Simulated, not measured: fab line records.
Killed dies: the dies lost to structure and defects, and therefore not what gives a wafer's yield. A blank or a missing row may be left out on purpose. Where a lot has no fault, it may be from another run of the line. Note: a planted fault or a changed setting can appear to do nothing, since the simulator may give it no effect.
Split-lot experiment + flow ritCmos + 23 wafers read across 5 lots, on a route 202 steps long

ON THE SPLIT
At RIT_SPACER_ETCHBACK_05 (etches Si3N4 in SF6/CHF3, stops on SiO2, target depth 250 nm, time 240 s), the setting timeS was moved away from the recipe's 240 s on 9 of the 23 wafers read, by -13.8% to +8.7%. This setting was run at the recipe's value on the other wafers.

The reading comes from the split's own step.

THE READING
Si3N4_of_SPACER_CVD_03.thkNm (the simulator's own value, which no gauge read), in nm, at RIT_SPACER_ETCHBACK_05 (etches Si3N4 in SF6/CHF3, stops on SiO2, target depth 250 nm, time 240 s). The file does not state a usual value for it. Average 197.4 nm, standard deviation 1.4 nm, over the 14 wafers here run with the recipe.

| wafer  | tool, chamber at the split | timeS as run, s | against the recipe | Si3N4_of_SPACER_CVD_03.thkNm, nm | against lot-mates on the recipe |
|--------|----------------------------|-----------------|--------------------|----------------------------------|---------------------------------|
| L078.1 | rieDiel-04, 1              | 240             | recipe             | 199.6                            | -                               |
| L078.2 | rieDiel-04, 0              | 206.9           | -13.8%             | 203.5                            | +5.9                            |
| L078.3 | rieDiel-04, 3              | 206.9           | -13.8%             | 205.2                            | +7.6                            |
| L078.5 | rieDiel-04, 0              | 206.9           | -13.8%             | 203.6                            | +6.0                            |
| L078.6 | rieDiel-04, 3              | 240             | recipe             | 195.6                            | -                               |
| L080.3 | rieDiel-04, 1              | 240             | recipe             | 198.5                            | -                               |
| L080.4 | rieDiel-04, 3              | 240             | recipe             | 196.9                            | -                               |
| L080.6 | rieDiel-04, 3              | 240             | recipe             | 194.9                            | -                               |
| L082.1 | rieDiel-04, 2              | 240             | recipe             | 195.8                            | -                               |
| L082.2 | rieDiel-04, 1              | 260.9           | +8.7%              | 193.4                            | -3.0                            |
| L082.3 | rieDiel-04, 0              | 260.9           | +8.7%              | 190.8                            | -5.6                            |
| L082.4 | rieDiel-04, 3              | 260.9           | +8.7%              | 191.1                            | -5.3                            |
| L082.6 | rieDiel-04, 2              | 240             | recipe             | 197.1                            | -                               |
| L083.1 | rieDiel-04, 2              | 240             | recipe             | 197.8                            | -                               |
| L083.2 | rieDiel-04, 1              | 240             | recipe             | 199.1                            | -                               |
| L083.3 | rieDiel-04, 3              | 240             | recipe             | 197.3                            | -                               |
| L083.5 | rieDiel-04, 2              | 240             | recipe             | 198.3                            | -                               |
| L083.6 | rieDiel-04, 1              | 240             | recipe             | 198.5                            | -                               |
| L085.1 | rieDiel-04, 2              | 259             | +7.9%              | 191.7                            | -5.2                            |
| L085.2 | rieDiel-04, 0              | 259             | +7.9%              | 191.3                            | -5.6                            |
| L085.4 | rieDiel-04, 1              | 259             | +7.9%              | 194.2                            | -2.7                            |
| L085.5 | rieDiel-04, 1              | 240             | recipe             | 197.8                            | -                               |
| L085.6 | rieDiel-04, 2              | 240             | recipe             | 195.9                            | -                               |

FIT RESULTS
A straight line over all 23 wafers: Si3N4_of_SPACER_CVD_03.thkNm changes by -0.548 nm for each +1% of timeS; r = -0.94; the points scatter about the line by 1.4 nm.
The same after taking each lot's own level away (the mean of its wafers on the recipe; 23 wafers): -0.503 nm for each +1%; r = -0.94; scatter 1.2 nm.
According to that fit, moving timeS by its largest amount changes the reading by 6.9 nm.
Measured against the standard deviation above, the lots' own levels, which go from 196.45 to 198.20 nm, span 1.3 times it.
Hence the lot-to-lot level has little effect on the slope; both slopes agree.
Check: with one of the wafers moved furthest among these (-13.8%) left out of the fit, the line predicts +7.06 nm for it against its lot-mates. Against them it came out at +5.9 nm.

THE OTHER SPLITS THESE WAFERS WENT THROUGH
Other splits were also applied to these wafers ahead of the reading. Each is held against what the fit with the lots' levels taken away leaves over:
| other split on the same wafers     | wafers away from the commonest value | r with Si3N4_of_SPACER_CVD_03.thkNm (lot level and that fit taken away) |
|------------------------------------|--------------------------------------|-------------------------------------------------------------------------|
| RIT_ACTIVE_OXIDATION_01 tempC      | 15                                   | -0.01                                                                   |
| RIT_ACTIVE_DEVELOP_10 developTimeS | 7                                    | +0.19                                                                   |
| RIT_PWELL_COAT_01 resistThkNm      | 7                                    | -0.08                                                                   |
| RIT_PWELL_IMPLANT_08 energyKev     | 8                                    | +0.08                                                                   |
| RIT_NRETRO_SOFTBAKE_02 tempC       | 7                                    | -0.01                                                                   |
| RIT_NLDD_SOFTBAKE_02 tempC         | 6                                    | -0.19                                                                   |

THE WHOLE CHAIN: every reading that the file lists as answering this split, in the file's order
| step                   | what it does                                                             | reading                                                                       | change (the file's fit)               | r (the file's) |
|------------------------|--------------------------------------------------------------------------|-------------------------------------------------------------------------------|---------------------------------------|----------------|
| RIT_SPACER_ETCHBACK_05 | etches Si3N4 in SF6/CHF3, stops on SiO2, target depth 250 nm, time 240 s | poly-Si_of_GATE_CVD_08.thkNm (the simulator's own value, which no gauge read) | -0.597 nm for each +1% of the setting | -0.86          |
| RIT_SPACER_ETCHBACK_05 | etches Si3N4 in SF6/CHF3, stops on SiO2, target depth 250 nm, time 240 s | Si3N4_of_SPACER_CVD_03.thkNm (the simulator's own value, which no gauge read) | -0.506 nm for each +1% of the setting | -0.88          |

THE FILE'S OWN FIT
Si3N4_of_SPACER_CVD_03.thkNm changes by -0.506 nm for each +1% of timeS, r = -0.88.
